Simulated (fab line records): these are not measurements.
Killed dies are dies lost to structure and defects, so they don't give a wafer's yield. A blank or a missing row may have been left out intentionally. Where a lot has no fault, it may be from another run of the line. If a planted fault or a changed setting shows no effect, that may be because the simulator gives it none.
2 desks looking at one fault | flow ritCmos | each desk holds nothing but its own numbers, with what lay behind them at the end

## FOR THE TOOL OWNER'S DESK: furnace-01
The tool's own readings at RIT_ACTIVE_OXIDATION_01 (target thk 46.8 nm, ox time 3360 s): means of the sampled wafers that have a number, for each lot that ran on this tool. If a lot's mean is further than 4 standard deviations from the usual mean, the lot is out of limits and carries the mark OUT (the distance appears in the brackets).
Columns: A = spikeTcCentreC at RIT_ACTIVE_OXIDATION_01, usual 1001.5 C; B = spikeTcLoadC at RIT_ACTIVE_OXIDATION_01, usual 1027.4 C; C = spikeTcSourceC at RIT_ACTIVE_OXIDATION_01, usual 1025.6 C; D = tubeCenterTempC at RIT_ACTIVE_OXIDATION_01, usual 1000 C; E = tube_center_temp_C_max at RIT_ACTIVE_OXIDATION_01, usual 1002.5; F = zonePowerLoadPct at RIT_ACTIVE_OXIDATION_01, usual 36.1 %
lot  | first seen here | A               | B               | C               | D                     | E                       | F
L494 | day 1 10:28     | 999.5           | 1025.6          | 1025.6          | 1000                  | 1002.2                  | 37.0
L502 | day 3 05:51     | 956.0 (-30) OUT | 981.9 (-20) OUT | 981.5 (-40) OUT | 955 (-99 or more) OUT | 957.7 (-99 or more) OUT | 33.3 (-4.1) OUT
L503 | day 3 08:02     | 954.8 (-31) OUT | 982.5 (-20) OUT | 979.0 (-42) OUT | 956 (-99 or more) OUT | 958.0 (-99 or more) OUT | 33.2 (-4.3) OUT
L504 | day 3 13:40     | 954.2 (-32) OUT | 981.9 (-20) OUT | 980.4 (-41) OUT | 955 (-99 or more) OUT | 958.1 (-99 or more) OUT | 33.3 (-4.2) OUT
This desk finds L502, L503, L504 out of limits, L502 being first, at day 3 05:51 (spikeTcCentreC at RIT_ACTIVE_OXIDATION_01). In limits: L494.

## AT THE METROLOGY DESK
Means of the sampled wafers that have a number, per lot and without regard to the tool the lot ran on: this is what the gauges read. If a lot's mean is further than 4 standard deviations from the usual mean, the lot is out of limits and carries the mark OUT (the distance appears in the brackets).
Columns: A = ACTIVE_OXIDE_THK at RIT_ACTIVE_THK_MEAS_02, usual 46.5 nm
lot  | first seen here | A
L494 | day 1 12:23     | 46.9
L495 | day 1 19:00     | 46.6
L497 | day 2 03:42     | 47.3
L502 | day 3 07:47     | 31.4 (-21) OUT
L503 | day 3 09:59     | 30.7 (-22) OUT
L504 | day 3 15:36     | 31.4 (-21) OUT
L508 | day 4 10:17     | 46.7
L510 | day 4 20:42     | 45.4
L511 | day 5 02:36     | 47.5
L513 | day 5 13:25     | 46.6
L514 | day 5 16:04     | 45.6
L515 | day 5 21:47     | 47.0
L516 | day 6 04:11     | 46.7
L517 | day 6 07:03     | 46.6
This desk's result: L502, L503, L504 out of limits, first on L502 (ACTIVE_OXIDE_THK at RIT_ACTIVE_THK_MEAS_02), day 3 07:47. In limits: L494, L495, L497, L508, L510, L511, L513, L514, L515, L516, L517.

## BROUGHT TOGETHER
On L502, L503, L504, at day 3 05:51, an alarm was possible from the tool owner's desk.
At day 3 07:47 the metrology desk could have sounded an alarm, on L502, L503, L504.
RIT_ACTIVE_OXIDATION_01 was run on furnace-01 by each of the lots named.

## WHAT THE SIMULATOR HAD PUT IN
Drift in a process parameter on furnace-01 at RIT_ACTIVE_OXIDATION_01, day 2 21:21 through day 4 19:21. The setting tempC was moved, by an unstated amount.
Shown lots that were struck: L502, L503, L504.
Hours from the fault's start to each desk's first reading out of limits: the tool owner's desk, 8; the metrology desk, 10.
